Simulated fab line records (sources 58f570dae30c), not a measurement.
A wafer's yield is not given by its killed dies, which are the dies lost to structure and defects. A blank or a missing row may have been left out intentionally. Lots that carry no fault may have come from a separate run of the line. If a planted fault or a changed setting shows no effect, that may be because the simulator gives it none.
Split-lot trial    flow berkeley cmos170    on a route of 331 steps: 5 lots, 23 wafers read

THE SPLIT
At UCB170_V1_EXPOSE_09 (exposes mask VIA1, target cd 700 nm), the setting dose mj was moved away from the recipe's 37 on 8 of the 23 wafers read, by -7.4% to -3.5%. The other wafers ran this setting at the recipe's value.

FROM THE SPLIT TO THE READING: what the file shows between them, 5 steps
- UCB170_V1_PEB_10
- UCB170_V1_DEVELOP_11: develop time 45 s
- UCB170_V1_CD_MEAS_12: target cd 700 nm
- UCB170_V1_ETCH_14: etches SiO2 in CHF3/CF4/Ar, stops on Al, target depth 1250 nm, time 291 s
- UCB170_V1_STRIP_15: strips in O2

THE READING
cd nm (nm) at UCB170_V1_CD_MEAS_90, where the cd target is 700 nm. On this fab line, fault-free wafers typically give 700.0 nm with a standard deviation of 1.7 nm.

wafer   tool, chamber at the split  dose mj as run  against the recipe  cd nm, nm  against lot-mates on the recipe
L074.1  krf scanner-02, 0           37              recipe              699.9      -
L074.2  krf scanner-02, 0           35.69           -3.5%               694.0      -6.7
L074.3  krf scanner-02, 0           35.69           -3.5%               695.0      -5.7
L074.4  krf scanner-02, 0           37              recipe              701.5      -
L074.6  krf scanner-02, 0           35.69           -3.5%               694.1      -6.6
L077.1  krf scanner-01, 0           37              recipe              698.5      -
L077.2  krf scanner-01, 0           34.26           -7.4%               687.8      -11.8
L077.3  krf scanner-01, 0           37              recipe              699.8      -
L077.4  krf scanner-01, 0           34.26           -7.4%               686.1      -13.5
L077.6  krf scanner-01, 0           37              recipe              700.5      -
L082.1  krf scanner-02, 0           37              recipe              700.3      -
L082.2  krf scanner-02, 0           37              recipe              699.4      -
L082.3  krf scanner-02, 0           37              recipe              700.5      -
L082.4  krf scanner-02, 0           37              recipe              698.8      -
L082.5  krf scanner-02, 0           37              recipe              699.3      -
L083.1  krf scanner-01, 0           34.59           -6.5%               689.8      -13.7
L083.2  krf scanner-01, 0           37              recipe              704.3      -
L083.3  krf scanner-01, 0           34.59           -6.5%               691.7      -11.8
L083.4  krf scanner-01, 0           34.59           -6.5%               692.2      -11.2
L083.6  krf scanner-01, 0           37              recipe              702.6      -
L085.1  krf scanner-01, 0           37              recipe              698.4      -
L085.3  krf scanner-01, 0           37              recipe              698.3      -
L085.5  krf scanner-01, 0           37              recipe              696.4      -

THE FIT
A straight line over all 23 wafers: cd nm changes by +1.53 nm for each +1% of dose mj; r = +0.93; the points scatter about the line by 1.8 nm.
The same after taking each lot's own level away (the mean of its wafers on the recipe; 23 wafers): +1.8 nm for each +1%; r = +0.99; scatter 0.88 nm.
The reading moves by 13 nm for the largest change in dose mj, on that fit.
From 697.70 to 703.45 nm: that is the span of the lots' own levels, equal to 3.4 times the standard deviation above.
So the lot-to-lot level changes the slope: the two fits differ.
Check: -13.7 nm against its lot-mates is what the line predicts for one of the wafers moved furthest among these (-7.4%) when that wafer is left out of the fit. It came out at -11.8 nm against them.

OTHER SPLITS APPLIED TO THESE WAFERS
These wafers also went through other splits before the reading. Each is held against what the fit with the lots' levels taken away leaves over:
other split on the same wafers  wafers away from the commonest value  r with cd nm (lot level and that fit taken away)
UCB170_V1_CVD_00 time s         7                                     -0.39

THE WHOLE CHAIN: every reading that the file lists as answering this split, in the file's order
step                  what it does                                                               reading                                                    change (the file's fit)               r (the file's)
UCB170_V1_CD_MEAS_12  target cd 700 nm                                                           cd nm                                                      +1.78 nm for each +1% of the setting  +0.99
UCB170_V1_ETCH_14     etches SiO2 in CHF3/CF4/Ar, stops on Al, target depth 1250 nm, time 291 s  V1.cd nm (the simulator's own value, which no gauge read)  +1.81 nm for each +1% of the setting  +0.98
UCB170_V1_CD_MEAS_90  target cd 700 nm                                                           cd nm                                                      +1.78 nm for each +1% of the setting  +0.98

THE FILE'S OWN FIT
cd nm changes by +1.78 nm for each +1% of dose mj, r = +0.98.
